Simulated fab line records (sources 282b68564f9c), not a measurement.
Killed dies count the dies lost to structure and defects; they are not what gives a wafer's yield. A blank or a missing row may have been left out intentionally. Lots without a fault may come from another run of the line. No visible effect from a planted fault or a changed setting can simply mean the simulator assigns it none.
Which tool did it? | flow ritCmos | 42 wafers from 14 lots sampled at 2 of the route's 202 steps

WHAT THE GAUGES SHOWED, per wafer
The record lacks any reading of a measuring or inspecting step that a usual standard deviation could be used to judge.

TOOL THAT RAN EACH LOT (tool first, then ch and the chambers of the sampled wafers, then the start)
lot  | RIT_ACTIVE_SOFTBAKE_07          | RIT_M1_PROBE_99
L156 | lithoTrack-03 ch 0, day 1 13:55 | prober-02, day 3 11:26
L157 | lithoTrack-03 ch 0, day 1 20:26 | prober-01, day 3 18:33
L158 | lithoTrack-04 ch 0, day 2 00:31 | prober-02, day 3 23:57
L159 | lithoTrack-01 ch 0, day 2 05:22 | prober-01, day 4 02:03
L161 | lithoTrack-01 ch 0, day 2 14:54 | prober-02, day 4 12:40
L162 | lithoTrack-03 ch 0, day 2 21:16 | prober-01, day 4 21:35
L163 | lithoTrack-04 ch 0, day 3 00:56 | prober-02, day 5 00:17
L165 | lithoTrack-03 ch 0, day 3 11:37 | prober-02, day 5 09:28
L166 | lithoTrack-03 ch 0, day 3 16:43 | prober-01, day 5 16:16
L167 | lithoTrack-01 ch 0, day 3 21:05 | prober-01, day 5 22:15
L168 | lithoTrack-01 ch 0, day 4 02:53 | prober-02, day 6 03:45
L169 | lithoTrack-03 ch 0, day 4 09:05 | prober-01, day 6 05:46
L174 | lithoTrack-01 ch 0, day 5 07:58 | prober-02, day 7 08:49
L179 | lithoTrack-04 ch 0, day 6 09:49 | prober-01, day 8 05:57
- RIT_ACTIVE_SOFTBAKE_07: time 60 s.
- RIT_M1_PROBE_99

WHAT THE TOOLS THEMSELVES READ (means of the sampled wafers that have a number; where no wafer has one, the mark that the record gives instead)
RIT_ACTIVE_SOFTBAKE_07.
lot  | tool          | heaterPowerTotalW (W) | runLengthS (s)
L156 | lithoTrack-03 | 34.55                 | 89.19
L157 | lithoTrack-03 | 34.58                 | 89.30
L158 | lithoTrack-04 | 34.53                 | 89.37
L159 | lithoTrack-01 | 34.58                 | 89.38
L161 | lithoTrack-01 | 34.54                 | 89.30
L162 | lithoTrack-03 | 34.58                 | 89.19
L163 | lithoTrack-04 | 34.54                 | 89.33
L165 | lithoTrack-03 | 34.60                 | 89.21
L166 | lithoTrack-03 | 35.76                 | 82.99
L167 | lithoTrack-01 | 34.55                 | 89.30
L168 | lithoTrack-01 | 34.60                 | 89.41
L169 | lithoTrack-03 | 35.73                 | 82.77
L174 | lithoTrack-01 | 34.56                 | 89.31
L179 | lithoTrack-04 | 34.59                 | 89.27

RIT_M1_PROBE_99.
lot  | tool      | killedAtContacts | killedAtFrontEnd | killedDies | killedOpen | killedShort
L156 | prober-02 | 0.0              | 7.3              | 7.3        | 4.3        | 3.0
L157 | prober-01 | 0.0              | 8.0              | 8.0        | 4.3        | 3.7
L158 | prober-02 | 0.0              | 9.3              | 9.3        | 5.7        | 3.7
L159 | prober-01 | 0.3              | 9.3              | 9.7        | 6.3        | 3.3
L161 | prober-02 | 0.0              | 9.7              | 9.7        | 5.0        | 4.7
L162 | prober-01 | 0.0              | 4.7              | 4.7        | 2.0        | 2.7
L163 | prober-02 | 0.0              | 7.7              | 7.7        | 5.0        | 2.0
L165 | prober-02 | 0.0              | 5.0              | 5.0        | 3.7        | 1.3
L166 | prober-01 | 0.0              | 6.0              | 6.0        | 3.0        | 3.0
L167 | prober-01 | 0.3              | 9.3              | 9.7        | 6.7        | 3.0
L168 | prober-02 | 0.0              | 8.7              | 8.7        | 3.0        | 5.7
L169 | prober-01 | 0.0              | 3.3              | 3.3        | 1.3        | 2.0
L174 | prober-02 | 0.0              | 9.7              | 9.7        | 5.3        | 4.3
L179 | prober-01 | 0.0              | 5.7              | 5.7        | 3.0        | 2.7

THE ANSWER, worked out from the rows above alone
Rule: usual is defined by the lots themselves. The widest of any qualifying gaps counts: lots, ordered by their means at a reading, are off when they make up no more than a third of the lots, leave a main group of 4 or more, and stand apart from it by 3 or more times the standard deviation of that group's means. Not used: any main group whose means are identical at the precision the tables above print for the reading. A lot without any number at a reading at which 4 lots or more have one is off too. All remaining lots with rows at the step are treated as sound. After the gauges, taken in route order, come the tools' own readings; for these a lot's mean is taken, as printed above. The first step at which some lot is off is used, and at that step the reading that is off furthest; a lot without a number counts as furthest.
Off: L166, L169, at RIT_ACTIVE_SOFTBAKE_07 (runLengthS). The main group: mean 89.30 s, standard deviation 0.069.
A tool fits if, at that step or a process step before it, it ran every lot that is off, and no sound lot after the first of them. One fits: RIT_ACTIVE_SOFTBAKE_07 on lithoTrack-03. Its last sound lot is L165 (day 3 11:37), its first lot that is off L166 (day 3 16:43): a fault that began between those two fits.
The tool's own readings at RIT_ACTIVE_SOFTBAKE_07 bear it out: on the lots that are off they differ by more than 5 times the standard deviation of the sound lots' means. heaterPowerTotalW reads 35.74 W there against 34.57 W on the sound lots; runLengthS reads 82.88 s there against 89.30 s on the sound lots.

WHAT WAS PUT IN BY THE SIMULATOR
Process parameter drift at RIT_ACTIVE_SOFTBAKE_07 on lithoTrack-03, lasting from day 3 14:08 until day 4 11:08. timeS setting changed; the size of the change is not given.
Lots struck among those shown: L166, L169. This agrees with what the rule above found.
